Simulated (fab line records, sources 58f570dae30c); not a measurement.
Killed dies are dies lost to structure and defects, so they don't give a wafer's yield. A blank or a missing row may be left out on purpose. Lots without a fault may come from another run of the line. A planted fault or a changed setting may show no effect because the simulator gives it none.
Which tool did it? | flow berkeley_cmos170 | 14 lots, 42 wafers sampled, at 6 steps of a route of 331

WHAT THE GAUGES READ, wafer by wafer
UCB170_NWELL_THK_MEAS_05. Usual: NWELL_NITRIDE_THK 223.5 nm, standard deviation 2.6.
lot  | measured    | on            | NWELL_NITRIDE_THK (nm) | flag
L862 | day 2 06:46 | film_metro-01 | 222.7 225.2 222.3      |
L863 | day 2 14:52 | film_metro-02 | 225.5 224.7 223.7      |
L864 | day 2 21:46 | film_metro-01 | 225.4 224.8 225.4      |
L865 | day 2 21:49 | film_metro-02 | 222.4 223.5 224.8      |
L866 | day 3 07:23 | film_metro-01 | 228.2 228.1 227.1      |
L867 | day 3 07:22 | film_metro-02 | 229.2 228.6 227.0      |
L868 | day 3 16:47 | film_metro-01 | 379.1 379.0 379.4      | OFF
L869 | day 3 16:52 | film_metro-01 | 379.3 378.4 377.6      | OFF
L871 | day 4 10:51 | film_metro-01 | 219.9 224.4 223.2      |
L879 | day 6 00:34 | film_metro-02 | 220.4 223.2 220.4      |
L880 | day 6 00:36 | film_metro-04 | 224.1 220.5 221.9      |
L882 | day 6 10:52 | film_metro-02 | 222.8 225.5 223.0      |
L883 | day 6 18:08 | film_metro-02 | 220.6 222.9 222.9      |
L885 | day 7 04:50 | film_metro-02 | 222.4 224.0 222.6      |

UCB170_ACTIVE_THK_MEAS_06. Usual: ACTIVE_NITRIDE_THK 218.0 nm, standard deviation 2.3.
lot  | measured    | on            | ACTIVE_NITRIDE_THK (nm) | flag
L862 | day 4 12:00 | film_metro-03 | 222.3 219.9 219.9       |
L863 | day 4 11:59 | film_metro-02 | 216.7 216.6 218.0       |
L864 | day 4 20:42 | film_metro-01 | 217.8 219.7 217.7       |
L865 | day 4 20:41 | film_metro-03 | 222.1 221.6 219.4       |
L866 | day 5 07:23 | film_metro-02 | 216.4 216.1 217.1       |
L867 | day 5 07:23 | film_metro-03 | 216.4 215.7 216.7       |
L871 | day 6 08:56 | film_metro-02 | 219.1 219.1 216.9       |
L879 | day 8 07:01 | film_metro-01 | 214.2 215.9 214.8       |
L880 | day 8 07:03 | film_metro-02 | 216.7 219.1 219.1       |
L882 | day 8 22:08 | film_metro-02 | 214.1 215.1 214.6       |
L883 | day 8 22:07 | film_metro-03 | 218.8 220.4 219.9       |
L885 | day 9 04:38 | film_metro-01 | 218.6 219.7 218.5       |

UCB170_PFIELD_TW_MEAS_09. Usual: PFIELD_TW 599, standard deviation 5.2.
lot  | measured    | on            | PFIELD_TW   | flag
L862 | day 4 18:39 | film_metro-01 | 606 603 608 |
L863 | day 4 19:07 | film_metro-02 | 593 595 597 |
L864 | day 5 01:01 | film_metro-02 | 598 597 594 |
L865 | day 5 01:13 | film_metro-02 | 597 594 594 |
L866 | day 5 13:14 | film_metro-01 | 612 607 606 |
L867 | day 5 12:57 | film_metro-01 | 604 606 607 |
L871 | day 6 13:24 | film_metro-02 | 595 595 598 |
L879 | day 8 11:10 | film_metro-02 | 594 594 593 |
L880 | day 8 11:03 | film_metro-01 | 602 603 604 |
L882 | day 9 01:37 | film_metro-02 | 596 594 594 |
L883 | day 9 02:13 | film_metro-01 | 601 604 598 |
L885 | day 9 08:04 | film_metro-04 | 594 594 595 |

WHICH TOOL RAN EACH LOT (tool, then ch and the chambers of the sampled wafers, then the start)
lot  | UCB170_NWELL_CVD_04        | UCB170_NWELL_ETCH_13              | UCB170_PFIELD_STRIP_08
L862 | lpcvd-01 ch 0, day 2 04:49 | rie_diel-01 ch 1,2,3, day 2 07:49 | plasma_asher-03 ch 0, day 4 18:32
L863 | lpcvd-01 ch 1, day 2 12:56 | rie_diel-02 ch 0,2,3, day 2 15:55 | plasma_asher-03 ch 0,1, day 4 19:00
L864 | lpcvd-01 ch 1, day 2 19:50 | rie_diel-02 ch 0,1,2, day 2 23:10 | plasma_asher-03 ch 0,1, day 5 00:53
L865 | lpcvd-01 ch 0, day 2 19:50 | rie_diel-01 ch 1,2,3, day 2 23:26 | plasma_asher-02 ch 0,1, day 5 01:07
L866 | lpcvd-01 ch 0, day 3 05:26 | rie_diel-01 ch 0,1,3, day 3 08:18 | plasma_asher-04 ch 0,1, day 5 13:09
L867 | lpcvd-01 ch 0, day 3 05:26 | rie_diel-03 ch 0,3, day 3 08:34   | plasma_asher-02 ch 0,1, day 5 12:50
L868 | lpcvd-01 ch 1, day 3 14:51 | rie_diel-02 ch 0,1, day 3 17:56   | -
L869 | lpcvd-01 ch 1, day 3 14:51 | rie_diel-03 ch 0,1,3, day 3 18:03 | -
L871 | lpcvd-02 ch 0, day 4 08:54 | rie_diel-03 ch 1,3, day 4 12:20   | plasma_asher-04 ch 0,1, day 6 13:19
L879 | lpcvd-02 ch 1, day 5 22:38 | rie_diel-01 ch 2,3, day 6 01:31   | plasma_asher-04 ch 0,1, day 8 11:04
L880 | lpcvd-02 ch 1, day 5 22:38 | rie_diel-02 ch 0,3, day 6 01:47   | plasma_asher-03 ch 0,1, day 8 10:58
L882 | lpcvd-02 ch 0, day 6 08:55 | rie_diel-03 ch 1,2,3, day 6 11:47 | plasma_asher-02 ch 1, day 9 01:30
L883 | lpcvd-02 ch 0, day 6 16:12 | rie_diel-02 ch 1,2,3, day 6 19:12 | plasma_asher-04 ch 0,1, day 9 02:07
L885 | lpcvd-01 ch 0, day 7 02:50 | rie_diel-03 ch 0,3, day 7 06:06   | plasma_asher-04 ch 0,1, day 9 07:58
- UCB170_NWELL_CVD_04: deposits Si3N4 from SiH2Cl2/NH3, target thk 224 nm, time 3360 s.
- UCB170_NWELL_ETCH_13: etches Si3N4 in CH3F/Ar/O2, stops on SiO2, target depth 246.4 nm, time 154 s.
- UCB170_PFIELD_STRIP_08: strips in O2.

WHAT THE TOOLS THEMSELVES READ (means of the sampled wafers that have a number; where no wafer has one, the mark that the record gives instead)
UCB170_NWELL_CVD_04. Usual: pressure_mtorr 200.0 mTorr, standard deviation 0.4; spike_tc_centre_C 803.0 C, standard deviation 1.5; spike_tc_load_C 823.5 C, standard deviation 2.5; spike_tc_source_C 823.0 C, standard deviation 2.6; susceptor_temp_C 800.0 C, standard deviation 0.32; zone_power_load_pct 19.4 %, standard deviation 0.87; zone_power_source_pct 20.2 %, standard deviation 1.5.
lot  | tool     | pressure_mtorr (mTorr) | spike_tc_centre_C (C) | spike_tc_load_C (C) | spike_tc_source_C (C) | susceptor_temp_C (C) | zone_power_load_pct (%) | zone_power_source_pct (%) | flag
L862 | lpcvd-01 | 199.6                  | 804.4                 | 820.8               | 821.7                 | 800.0                | 18.1                    | 19.0                      |
L863 | lpcvd-01 | 199.9                  | 804.8                 | 822.8               | 825.9                 | 799.9                | 20.3                    | 21.0                      |
L864 | lpcvd-01 | 200.3                  | 805.0                 | 823.8               | 825.1                 | 800.0                | 19.8                    | 20.8                      |
L865 | lpcvd-01 | 199.7                  | 802.7                 | 821.5               | 820.8                 | 800.1                | 18.0                    | 19.0                      |
L866 | lpcvd-01 | 199.7                  | 803.4                 | 822.3               | 822.1                 | 799.8                | 18.1                    | 19.1                      |
L867 | lpcvd-01 | 199.7                  | 802.6                 | 821.4               | 821.4                 | 800.2                | 18.0                    | 19.1                      |
L868 | lpcvd-01 | 199.9                  | 856.2                 | 876.5               | 877.2                 | 851.5                | 23.0                    | 24.2                      | OFF
L869 | lpcvd-01 | 200.0                  | 855.9                 | 874.1               | 877.0                 | 851.4                | 23.1                    | 23.9                      | OFF
L871 | lpcvd-02 | 200.1                  | 801.8                 | 827.7               | 825.4                 | 800.1                | 19.9                    | 22.2                      |
L879 | lpcvd-02 | 200.0                  | 803.1                 | 822.5               | 820.1                 | 800.0                | 20.0                    | 18.8                      |
L880 | lpcvd-02 | 200.4                  | 802.9                 | 821.5               | 821.2                 | 800.3                | 20.1                    | 18.7                      |
L882 | lpcvd-02 | 199.8                  | 801.4                 | 827.4               | 825.6                 | 800.0                | 19.8                    | 22.1                      |
L883 | lpcvd-02 | 200.1                  | 801.5                 | 826.5               | 826.3                 | 800.0                | 19.8                    | 22.4                      |
L885 | lpcvd-01 | 200.3                  | 803.6                 | 821.4               | 821.2                 | 799.7                | 17.9                    | 19.2                      |

UCB170_NWELL_ETCH_13. Usual: drypump_motor_current_A 5.5 A, standard deviation 0.34; oes_product_au 0.940 a.u., standard deviation 0.016; throttle_valve_pct 8.01 %, standard deviation 0.13.
lot  | tool        | drypump_motor_current_A (A) | oes_product_au (a.u.) | throttle_valve_pct (%) | flag
L862 | rie_diel-01 | 5.5                         | 0.937                 | 7.99                   |
L863 | rie_diel-02 | 5.5                         | 0.937                 | 7.98                   |
L864 | rie_diel-02 | 5.4                         | 0.945                 | 8.00                   |
L865 | rie_diel-01 | 5.4                         | 0.930                 | 7.99                   |
L866 | rie_diel-01 | 5.5                         | 0.944                 | 7.88                   |
L867 | rie_diel-03 | 5.3                         | 0.966                 | 7.98                   |
L868 | rie_diel-02 | 5.1                         | 1.008                 | 7.95                   | OFF
L869 | rie_diel-03 | 5.5                         | 1.015                 | 8.05                   | OFF
L871 | rie_diel-03 | 5.7                         | 0.951                 | 8.12                   |
L879 | rie_diel-01 | 5.5                         | 0.924                 | 8.07                   |
L880 | rie_diel-02 | 5.3                         | 0.927                 | 7.94                   |
L882 | rie_diel-03 | 5.5                         | 0.948                 | 8.16                   |
L883 | rie_diel-02 | 5.6                         | 0.931                 | 8.02                   |
L885 | rie_diel-03 | 5.3                         | 0.949                 | 7.97                   |

UCB170_PFIELD_STRIP_08. Usual: drypump_motor_current_A 5.59 A, standard deviation 0.29; oes_product_au 0.735 a.u., standard deviation 0.0044; strip_time_to_endpoint_s 21.61 s, standard deviation 0.086.
lot  | tool            | drypump_motor_current_A (A) | oes_product_au (a.u.) | strip_time_to_endpoint_s (s) | flag
L862 | plasma_asher-03 | 5.73                        | 0.739                 | 21.74                        |
L863 | plasma_asher-03 | 5.88                        | 0.735                 | 21.63                        |
L864 | plasma_asher-03 | 5.81                        | 0.729                 | 21.65                        |
L865 | plasma_asher-02 | 5.85                        | 0.736                 | 21.67                        |
L866 | plasma_asher-04 | 5.36                        | 0.735                 | 21.57                        |
L867 | plasma_asher-02 | 5.86                        | 0.730                 | 21.64                        |
L871 | plasma_asher-04 | 5.28                        | 0.735                 | 21.69                        |
L879 | plasma_asher-04 | 5.25                        | 0.732                 | 21.48                        |
L880 | plasma_asher-03 | 5.79                        | 0.740                 | 21.63                        |
L882 | plasma_asher-02 | 5.93                        | 0.737                 | 21.68                        |
L883 | plasma_asher-04 | 5.35                        | 0.736                 | 21.61                        |
L885 | plasma_asher-04 | 5.36                        | 0.734                 | 21.56                        |

THE ANSWER, worked out from the rows above alone
Rule: a lot is off if the mean of its wafers that have a number lies more than 3 standard deviations from the usual mean. A lot without any number at a reading at which 4 lots or more have one is off too. The other lots that the step has rows for count as sound. The gauges are gone through in route order, then the tools' own readings, and for those a lot's mean is taken as printed above. The first step at which some lot is off is used, and at that step the reading that is off furthest; a lot without a number counts as furthest.
Off: L868, L869, at UCB170_NWELL_THK_MEAS_05 (NWELL_NITRIDE_THK).
A tool fits if, at a process step before that reading, it ran every lot that is off, and no sound lot after the first of them. The gauges at UCB170_NWELL_THK_MEAS_05 aren't tried: what is off there is off at UCB170_NWELL_CVD_04 too, on other tools, and a gauge's error can't cause that. None of those tried fits.

WHAT THE SIMULATOR HAD PUT IN
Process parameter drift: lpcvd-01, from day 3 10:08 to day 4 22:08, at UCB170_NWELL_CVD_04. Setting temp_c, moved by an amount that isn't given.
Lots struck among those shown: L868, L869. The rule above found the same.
